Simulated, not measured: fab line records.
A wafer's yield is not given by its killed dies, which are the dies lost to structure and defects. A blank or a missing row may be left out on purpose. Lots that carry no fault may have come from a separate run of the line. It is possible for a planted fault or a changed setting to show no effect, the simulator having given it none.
Which tool did it? ; flow rit-cmos ; 42 wafers from 14 lots sampled at 6 of the route's 202 steps

== WHAT THE GAUGES READ, wafer by wafer ==
RIT_PWELL_TW_MEAS_10.
lot;measured;on;PWELL_TW
L734;day 2 05:34;film-metro-02;963 957 965
L735;day 2 09:45;film-metro-02;956 966 959
L736;day 2 15:29;film-metro-01;950 960 949
L737;day 2 19:48;film-metro-01;954 950 955
L738;day 2 23:25;film-metro-03;953 956 960
L739;day 3 03:28;film-metro-03;951 958 956
L740;day 3 10:35;film-metro-01;955 952 956
L742;day 3 18:20;film-metro-03;953 952 950
L745;day 4 08:18;film-metro-01;962 959 964
L747;day 4 18:20;film-metro-03;938 935 936
L749;day 5 03:47;film-metro-02;949 945 946
L754;day 6 08:38;film-metro-01;962 958 958
L755;day 6 11:29;film-metro-03;957 958 958
L756;day 6 15:38;film-metro-02;948 945 953

RIT_WELLDRIVE_RS_MEAS_02: a four-point-probe measurement.
lot;measured;on;PWELL_RS (ohm/sq)
L734;day 2 11:19;film-metro-03;427.8 427.2 427.5
L735;day 2 16:43;film-metro-02;429.9 429.1 430.6
L736;day 2 21:47;film-metro-02;428.2 427.7 427.5
L737;day 3 01:04;film-metro-03;431.0 430.6 430.3
L738;day 3 05:16;film-metro-01;429.2 428.8 428.6
L739;day 3 10:24;film-metro-02;429.5 428.2 429.0
L740;day 3 16:10;film-metro-03;430.6 430.7 428.7
L742;day 4 01:58;film-metro-02;429.3 429.4 428.9
L745;day 4 16:04;film-metro-03;428.8 429.2 429.6
L747;day 5 00:50;film-metro-01;436.5 435.6 436.3
L749;day 5 09:10;film-metro-03;438.3 439.1 436.9
L754;day 6 13:54;film-metro-03;429.0 428.9 428.8
L755;day 6 18:59;film-metro-01;430.1 429.7 430.1
L756;day 6 21:04;film-metro-01;429.8 429.1 429.6

RIT_NRETRO_OVL_MEAS_06.
lot;measured;on;NRETRO_OVL (nm)
L734;day 2 12:24;overlay-02;-1.9 -1.6 -1.2
L735;day 2 17:56;overlay-01;-1.1 -2.1 -1.4
L736;day 2 23:05;overlay-02;-1.1 0.4 -1.5
L737;day 3 02:19;overlay-02;-0.3 -2.0 -1.1
L738;day 3 06:29;overlay-02;1.3 2.1 0.2
L739;day 3 11:37;overlay-02;-1.5 -3.3 -0.5
L740;day 3 17:10;overlay-01;0.7 -0.4 0.3
L742;day 4 02:58;overlay-01;-0.3 -0.8 -0.6
L745;day 4 17:11;overlay-01;-0.3 1.6 -0.1
L747;day 5 01:49;overlay-02;-0.1 -1.1 -1.4
L749;day 5 10:10;overlay-01;0.8 -1.7 -0.5
L754;day 6 15:01;overlay-01;0.6 -1.0 -0.8
L755;day 6 19:58;overlay-02;0.9 -0.3 -0.4
L756;day 6 22:10;overlay-01;1.3 0.8 0.6

RIT_GATE_CD_MEAS_16: the cd target is 150 nm.
lot;measured;on;cd-nm (nm)
L734;day 3 00:06;cd-sem-02;145 146 148
L735;day 3 03:49;cd-sem-01;154 156 154
L736;day 3 12:47;cd-sem-01;149 151 150
L737;day 3 13:41;cd-sem-02;150 148 152
L738;day 3 15:18;cd-sem-02;152 154 152
L739;day 4 00:17;cd-sem-01;153 152 153
L740;day 4 02:26;cd-sem-02;154 155 153
L742;day 4 15:58;cd-sem-01;149 152 149
L745;day 5 03:47;cd-sem-02;150 151 148
L747;day 5 11:04;cd-sem-02;151 151 151
L749;day 5 23:31;cd-sem-02;156 159 158
L754;day 7 00:05;cd-sem-01;153 151 153
L755;day 7 05:06;cd-sem-02;147 148 149
L756;day 7 08:53;cd-sem-02;147 149 148

RIT_GATE_OVL_MEAS_17.
lot;measured;on;GATE_OVL (nm)
L734;day 3 00:11;overlay-01;-0.4 1.8 1.5
L735;day 3 03:56;overlay-01;3.2 3.6 3.0
L736;day 3 12:54;overlay-02;-1.0 0.5 -0.5
L737;day 3 13:48;overlay-02;0.3 1.5 3.9
L738;day 3 15:25;overlay-02;0.9 0.9 1.4
L739;day 4 00:25;overlay-02;2.7 4.5 3.0
L740;day 4 02:34;overlay-01;0.2 0.0 -1.6
L742;day 4 16:05;overlay-01;-0.3 0.0 -0.2
L745;day 5 03:54;overlay-02;3.1 2.0 1.7
L747;day 5 11:10;overlay-01;0.3 1.2 1.7
L749;day 5 23:38;overlay-01;0.9 1.2 -0.3
L754;day 7 00:11;overlay-01;-0.4 1.0 1.4
L755;day 7 05:12;overlay-02;0.5 3.1 2.0
L756;day 7 08:58;overlay-02;3.3 2.4 2.8

== WHICH TOOL RAN EACH LOT (tool, then ch and the chambers of the sampled wafers, then the start) ==
lot;RIT_PWELL_IMPLANT_08
L734;implanter-04 ch 0, day 2 05:16
L735;implanter-03 ch 0, day 2 09:26
L736;implanter-03 ch 0, day 2 15:10
L737;implanter-03 ch 0, day 2 19:29
L738;implanter-01 ch 0, day 2 23:06
L739;implanter-04 ch 0, day 3 03:08
L740;implanter-03 ch 0, day 3 10:16
L742;implanter-03 ch 0, day 3 18:01
L745;implanter-03 ch 0, day 4 07:59
L747;implanter-01 ch 0, day 4 18:01
L749;implanter-01 ch 0, day 5 03:27
L754;implanter-04 ch 0, day 6 08:19
L755;implanter-03 ch 0, day 6 11:11
L756;implanter-04 ch 0, day 6 15:21
- RIT_PWELL_IMPLANT_08

== AS READ BY THE TOOLS THEMSELVES (means over the sampled wafers that have a number; for cases with no such wafer, the mark the record gives instead) ==
RIT_PWELL_IMPLANT_08.
lot;tool;beam-energy-keV;beam-on-s (s)
L734;implanter-04;169.99;9.85
L735;implanter-03;170.05;10.00
L736;implanter-03;169.98;10.03
L737;implanter-03;170.01;10.01
L738;implanter-01;170.06;9.96
L739;implanter-04;169.96;9.98
L740;implanter-03;169.97;10.05
L742;implanter-03;170.05;10.07
L745;implanter-03;169.97;10.02
L747;implanter-01;139.42;10.14
L749;implanter-01;139.41;10.05
L754;implanter-04;169.99;9.97
L755;implanter-03;170.00;9.92
L756;implanter-04;169.99;10.17

== THE ANSWER, worked out from the rows above alone ==
Rule: usual is defined by the lots themselves. Put in order of their means at a reading, lots are off if they are a third of the lots or fewer, leave a main group of 4 or more, and stand apart from it by a gap of 3 or more times the standard deviation of the main group's means; of several such gaps the widest counts. A main group is skipped when, at the precision printed for the reading in the tables above, its means are all equal. Also off: a lot with no number at a reading for which 4 or more lots have one. Any other lot the step has rows for is counted as sound. The gauges are gone through in route order, then the tools' own readings, and for those a lot's mean is taken as printed above. The first step at which some lot is off is used, and at that step the reading that is off furthest; a lot without a number counts as furthest.
Off: L747, L749, at RIT_WELLDRIVE_RS_MEAS_02 (PWELL_RS). Main group: mean 429.2 ohm/sq, sd 0.86.
A tool fits if, at a process step before that reading, it ran every lot that is off, and no sound lot after the first of them. The gauges at RIT_WELLDRIVE_RS_MEAS_02 aren't tried: what is off there is off at RIT_PWELL_IMPLANT_08 too, on other tools, and a gauge's error can't cause that. One fits: RIT_PWELL_IMPLANT_08 on implanter-01. Its last sound lot is L738 (day 2 23:06), its first lot that is off L747 (day 4 18:01): a fault that began between those two fits.
The tool's own readings at RIT_PWELL_IMPLANT_08 bear it out: on the lots that are off they differ by more than 5 times the standard deviation of the sound lots' means. beam-energy-keV reads 139.41 there against 170.00 on the sound lots.

== WHAT THE SIMULATOR HAD INSERTED ==
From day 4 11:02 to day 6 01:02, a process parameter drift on implanter-01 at RIT_PWELL_IMPLANT_08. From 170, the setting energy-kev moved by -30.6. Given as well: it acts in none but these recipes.
Lots struck among those shown: L747, L749. The rule above reached the same finding.
